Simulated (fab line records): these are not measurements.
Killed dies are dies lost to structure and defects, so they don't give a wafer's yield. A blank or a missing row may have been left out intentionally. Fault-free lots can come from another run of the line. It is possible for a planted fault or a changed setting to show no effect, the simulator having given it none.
Which tool is to blame? | flow berkeley_cmos170 | Sampling: 15 lots, 45 wafers, 6 of 331 route steps

## WHAT THE GAUGES READ, wafer by wafer
UCB170_PLDD_CD_MEAS_06: the cd target is 1200 nm.
lot  | measured     | on        | cd_nm (nm)
L151 | day 6 05:23  | cd_sem-02 | 1200.5 1199.9 1198.7
L152 | day 6 06:02  | cd_sem-02 | 1199.5 1199.9 1199.2
L150 | day 6 06:08  | cd_sem-02 | 1197.4 1198.2 1197.7
L153 | day 7 07:30  | cd_sem-02 | 1201.0 1199.7 1199.8
L155 | day 7 07:37  | cd_sem-02 | 1200.8 1201.2 1200.9
L156 | day 7 07:54  | cd_sem-01 | 1200.6 1201.5 1200.0
L158 | day 8 04:05  | cd_sem-02 | 1200.1 1199.0 1199.3
L157 | day 8 04:25  | cd_sem-02 | 1199.9 1199.4 1199.5
L166 | day 9 18:56  | cd_sem-02 | 1200.9 1201.1 1199.2
L168 | day 9 19:13  | cd_sem-01 | 1198.4 1198.5 1198.9
L167 | day 9 19:28  | cd_sem-01 | 1198.0 1198.2 1197.3
L165 | day 9 19:43  | cd_sem-01 | 1199.8 1199.6 1199.7
L169 | day 10 10:22 | cd_sem-01 | 1202.1 1202.5 1203.8
L170 | day 10 10:44 | cd_sem-01 | 1200.3 1202.2 1201.6
L172 | day 10 11:08 | cd_sem-02 | 1202.9 1200.7 1200.7

UCB170_M1_RS_MEAS_01: a four-point-probe measurement.
lot  | measured     | on            | M1_AL_RS (ohm/sq)
L151 | day 7 00:36  | film_metro-03 | 0.0496 0.0479 0.0489
L152 | day 7 00:02  | film_metro-01 | 0.0494 0.0496 0.0492
L150 | day 7 00:52  | film_metro-03 | 0.0481 0.0482 0.0483
L153 | day 8 03:07  | film_metro-02 | 0.0493 0.0487 0.0489
L155 | day 8 03:55  | film_metro-02 | 0.0490 0.0489 0.0492
L156 | day 8 03:54  | film_metro-03 | 0.0240 0.0238 0.0239
L158 | day 8 22:44  | film_metro-02 | 0.0242 0.0240 0.0239
L157 | day 8 23:13  | film_metro-03 | 0.0244 0.0244 0.0242
L166 | day 10 20:22 | film_metro-01 | 0.0489 0.0492 0.0494
L168 | day 10 17:42 | film_metro-01 | 0.0488 0.0496 0.0497
L167 | day 10 17:42 | film_metro-02 | 0.0496 0.0488 0.0489
L165 | day 10 20:37 | film_metro-01 | 0.0495 0.0490 0.0489
L169 | day 11 11:49 | film_metro-02 | 0.0478 0.0481 0.0484
L170 | day 11 11:41 | film_metro-03 | 0.0483 0.0486 0.0487
L172 | day 11 10:09 | film_metro-01 | 0.0492 0.0488 0.0486

UCB170_M1_THK_MEAS_02: measures by xrf.
lot  | measured     | on            | M1_AL_THK (nm)
L151 | day 7 00:42  | film_metro-03 | 592 613 599
L152 | day 7 00:09  | film_metro-01 | 594 592 599
L150 | day 7 00:59  | film_metro-03 | 612 613 612
L153 | day 8 03:14  | film_metro-02 | 594 604 600
L155 | day 8 04:02  | film_metro-02 | 595 598 590
L156 | day 8 04:01  | film_metro-03 | 1221 1230 1227
L158 | day 8 22:52  | film_metro-02 | 1203 1209 1207
L157 | day 8 23:18  | film_metro-03 | 1198 1198 1215
L166 | day 10 20:28 | film_metro-01 | 599 597 592
L168 | day 10 17:49 | film_metro-01 | 598 592 588
L167 | day 10 17:49 | film_metro-02 | 591 597 596
L165 | day 10 20:44 | film_metro-01 | 592 598 603
L169 | day 11 11:55 | film_metro-02 | 606 606 602
L170 | day 11 11:48 | film_metro-03 | 608 606 604
L172 | day 11 10:16 | film_metro-01 | 588 596 599

## TOOL THAT RAN EACH LOT (tool first, then ch and the chambers of the sampled wafers, then the start)
lot  | UCB170_NLDD_STRIP_10                 | UCB170_CONTACT_ETCH_17             | UCB170_M1_SPUTTER_00
L151 | plasma_asher-04 ch 0,1, day 6 07:42  | rie_diel-01 ch 1,2,3, day 6 23:56  | pvd_sputter-01, day 7 00:29
L152 | plasma_asher-01 ch 0, day 6 08:14    | rie_diel-04 ch 0,3, day 6 23:23    | pvd_sputter-04, day 6 23:57
L150 | plasma_asher-04 ch 0,1, day 6 08:50  | rie_diel-04 ch 0,1,3, day 7 00:15  | pvd_sputter-04, day 7 00:49
L153 | plasma_asher-01 ch 0,1, day 7 09:37  | rie_diel-04 ch 0,1,2, day 8 02:29  | pvd_sputter-03, day 8 03:04
L155 | plasma_asher-03 ch 0,1, day 7 09:51  | rie_diel-01 ch 0,2,3, day 8 03:17  | pvd_sputter-03, day 8 03:51
L156 | plasma_asher-01 ch 0,1, day 7 10:20  | rie_diel-04 ch 1,2,3, day 8 03:01  | pvd_sputter-04, day 8 03:35
L158 | plasma_asher-04 ch 0,1, day 8 06:19  | rie_diel-04 ch 1,2,3, day 8 21:51  | pvd_sputter-04, day 8 22:28
L157 | plasma_asher-01 ch 0,1, day 8 06:29  | rie_diel-01 ch 0,1,3, day 8 22:16  | pvd_sputter-01, day 8 22:52
L166 | plasma_asher-01 ch 0,1, day 9 21:33  | rie_diel-03 ch 1,2,3, day 10 19:43 | pvd_sputter-03, day 10 20:17
L168 | plasma_asher-03 ch 0,1, day 9 21:49  | rie_diel-01 ch 0,2,3, day 10 16:38 | pvd_sputter-01, day 10 17:37
L167 | plasma_asher-01 ch 0, day 9 21:55    | rie_diel-01 ch 0,2, day 10 15:06   | pvd_sputter-04, day 10 17:37
L165 | plasma_asher-03 ch 0,1, day 9 22:09  | rie_diel-01 ch 1,2,3, day 10 19:59 | pvd_sputter-04, day 10 20:34
L169 | plasma_asher-03 ch 0,1, day 10 15:53 | rie_diel-04 ch 0,2,3, day 11 11:10 | pvd_sputter-03, day 11 11:44
L170 | plasma_asher-01 ch 1, day 10 15:57   | rie_diel-01 ch 2,3, day 11 11:02   | pvd_sputter-01, day 11 11:37
L172 | plasma_asher-01 ch 0,1, day 10 15:40 | rie_diel-03 ch 0,1,3, day 11 09:31 | pvd_sputter-04, day 11 10:05
- UCB170_NLDD_STRIP_10: strips in O2.
- UCB170_CONTACT_ETCH_17: etches BARC in N2/H2.
- UCB170_M1_SPUTTER_00: material Al, target thk 600 nm, time 80 s.

## WHAT THE TOOLS THEMSELVES READ (means of the sampled wafers that have a number; where no wafer has one, the mark that the record gives instead)
UCB170_NLDD_STRIP_10.
lot  | tool            | drypump_motor_current_A (A) | oes_product_au (a.u.) | strip_time_to_endpoint_s (s)
L151 | plasma_asher-04 | 6.1                         | 0.732                 | 21.64
L152 | plasma_asher-01 | 5.4                         | 0.733                 | 21.67
L150 | plasma_asher-04 | 5.8                         | 0.734                 | 21.65
L153 | plasma_asher-01 | 6.3                         | 0.737                 | 21.69
L155 | plasma_asher-03 | 5.3                         | 0.736                 | 21.60
L156 | plasma_asher-01 | 5.9                         | 0.733                 | 21.72
L158 | plasma_asher-04 | 6.1                         | 0.733                 | 21.58
L157 | plasma_asher-01 | 5.9                         | 0.732                 | 21.53
L166 | plasma_asher-01 | 6.3                         | 0.738                 | 21.65
L168 | plasma_asher-03 | 5.3                         | 0.736                 | 21.56
L167 | plasma_asher-01 | 5.4                         | 0.731                 | 21.55
L165 | plasma_asher-03 | 5.3                         | 0.738                 | 21.66
L169 | plasma_asher-03 | 5.5                         | 0.735                 | 21.59
L170 | plasma_asher-01 | 6.8                         | 0.735                 | 21.69
L172 | plasma_asher-01 | 5.9                         | 0.734                 | 21.63

UCB170_CONTACT_ETCH_17.
lot  | tool        | drypump_motor_current_A (A) | oes_product_au (a.u.) | throttle_valve_pct (%)
L151 | rie_diel-01 | 5.9                         | 0.990                 | 13.34
L152 | rie_diel-04 | 6.0                         | 0.988                 | 13.44
L150 | rie_diel-04 | 6.0                         | 0.998                 | 13.34
L153 | rie_diel-04 | 5.6                         | 0.998                 | 13.32
L155 | rie_diel-01 | 6.0                         | 0.995                 | 13.24
L156 | rie_diel-04 | 5.9                         | 1.002                 | 13.19
L158 | rie_diel-04 | 5.9                         | 0.995                 | 13.17
L157 | rie_diel-01 | 6.2                         | 1.001                 | 13.30
L166 | rie_diel-03 | 5.7                         | 0.986                 | 13.28
L168 | rie_diel-01 | 6.0                         | 0.990                 | 13.22
L167 | rie_diel-01 | 5.7                         | 0.984                 | 13.29
L165 | rie_diel-01 | 5.9                         | 0.998                 | 13.32
L169 | rie_diel-04 | 5.8                         | 0.993                 | 13.28
L170 | rie_diel-01 | 5.7                         | 0.988                 | 13.24
L172 | rie_diel-03 | 5.8                         | 0.991                 | 13.27

UCB170_M1_SPUTTER_00.
lot  | tool           | throttle_valve_pct (%)
L151 | pvd_sputter-01 | 29.6
L152 | pvd_sputter-04 | 30.2
L150 | pvd_sputter-04 | 31.7
L153 | pvd_sputter-03 | 30.6
L155 | pvd_sputter-03 | 28.6
L156 | pvd_sputter-04 | 29.3
L158 | pvd_sputter-04 | 29.3
L157 | pvd_sputter-01 | 29.3
L166 | pvd_sputter-03 | 29.9
L168 | pvd_sputter-01 | 29.8
L167 | pvd_sputter-04 | 30.2
L165 | pvd_sputter-04 | 29.3
L169 | pvd_sputter-03 | 29.1
L170 | pvd_sputter-01 | 29.1
L172 | pvd_sputter-04 | 28.5

## THE ANSWER, worked out from the rows above alone
Rule: what is usual is taken from the lots themselves. The widest of any qualifying gaps counts: lots, ordered by their means at a reading, are off when they make up no more than a third of the lots, leave a main group of 4 or more, and stand apart from it by 3 or more times the standard deviation of that group's means. A main group is skipped when, at the precision printed for the reading in the tables above, its means are all equal. Also off: a lot with no number at a reading for which 4 or more lots have one. Where the step has rows for the other lots, those lots are counted as sound. After the gauges, taken in route order, come the tools' own readings; for these a lot's mean is taken, as printed above. The first step at which some lot is off is used, and at that step the reading that is off furthest; a lot without a number counts as furthest.
Off: L156, L158, L157, at UCB170_M1_RS_MEAS_01 (M1_AL_RS). Main group: mean 0.0489 ohm/sq, sd 0.0004.
If a tool, at a process step before that reading, ran all the lots that are off and no sound lot after the first of them, it fits. The gauges at UCB170_M1_RS_MEAS_01 are tried like those tools. Of those tried, none fits.

## WHAT THE SIMULATOR HAD PUT IN
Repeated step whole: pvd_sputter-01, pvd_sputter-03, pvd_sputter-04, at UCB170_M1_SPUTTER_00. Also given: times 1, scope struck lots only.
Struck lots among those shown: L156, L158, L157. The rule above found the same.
